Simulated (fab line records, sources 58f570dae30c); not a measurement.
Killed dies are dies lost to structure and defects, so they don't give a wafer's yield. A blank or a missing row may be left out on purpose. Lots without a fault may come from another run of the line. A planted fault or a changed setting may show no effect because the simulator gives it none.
Chamber matching | flow berkeley_cmos170 | UCB170_GATE_ETCH_14 on rie_diel-04: 4 sister chambers
The step etches BARC in N2/H2. 14 wafers are shown with their chamber, then 7 later ones without.

WAFERS WITH THEIR CHAMBER
wafer  | chamber | drypump_motor_current_A (A) | throttle_valve_pct (%) | oes_product_au (a.u.)
L955.2 | 0       | 6.8                         | 13.36                  | 1.003
L955.3 | 1       | 5.0                         | 13.27                  | 0.989
L955.4 | 2       | 5.6                         | 13.19                  | 0.988
L963.2 | 0       | 6.7                         | 13.37                  | 1.003
L963.4 | 3       | 5.5                         | 13.33                  | 1.017
L963.5 | 1       | 5.0                         | 13.27                  | 0.978
L962.2 | 2       | 5.6                         | 13.17                  | 0.986
L962.3 | 3       | 5.5                         | 13.33                  | 1.002
L962.5 | 3       | 5.5                         | 13.34                  | 1.002
L966.2 | 1       | 5.0                         | 13.27                  | 0.984
L966.3 | 0       | 6.7                         | 13.35                  | 0.996
L966.4 | 3       | 5.5                         | 13.33                  | 1.005
L965.2 | 3       | 5.5                         | 13.31                  | 1.001
L965.3 | 2       | 5.6                         | 13.20                  | 0.984

SIGNATURES (means of the wafers above)
reading                 | chamber 0 | chamber 1 | chamber 2 | chamber 3 | scatter within a chamber
drypump_motor_current_A | 6.733     | 5.000     | 5.600     | 5.500     | 0.0258
throttle_valve_pct      | 13.3600   | 13.2700   | 13.1867   | 13.3280   | 0.0107
oes_product_au          | 1.00067   | 0.98367   | 0.98600   | 1.00540   | 0.00528
Rule: a wafer's distance from a chamber is the root of the sum, over the readings, of the square of ((its reading less the chamber's mean) divided by the reading's scatter). The wafer belongs to the nearest chamber; if the next one is less than 2 further off, it can't be placed. The scatter: the root of (the sum of the squares of (reading less its chamber's mean) over the shown wafers, divided by (wafers less chambers)).

WAFERS WITHOUT THEIR CHAMBER
wafer  | drypump_motor_current_A (A) | throttle_valve_pct (%) | oes_product_au (a.u.)
L965.5 | 5.6                         | 13.34                  | 1.011
L972.2 | 5.6                         | 13.19                  | 0.994
L972.3 | 5.5                         | 13.34                  | 1.013
L972.6 | 6.7                         | 13.35                  | 1.001
L973.2 | 6.7                         | 13.34                  | 1.004
L973.4 | 5.0                         | 13.27                  | 0.993
L973.6 | 5.6                         | 13.33                  | 1.001

WHICH CHAMBER EACH WENT THROUGH
wafer  | from the rows above | in truth
L965.5 | 3                   | 3
L972.2 | 2                   | 2
L972.3 | 3                   | 3
L972.6 | 0                   | 0
L973.2 | 0                   | 0
L973.4 | 1                   | 1
L973.6 | 3                   | 3
Placed correctly: 7 of 7. Can't be placed from these rows: 0. Placed wrongly: 0.
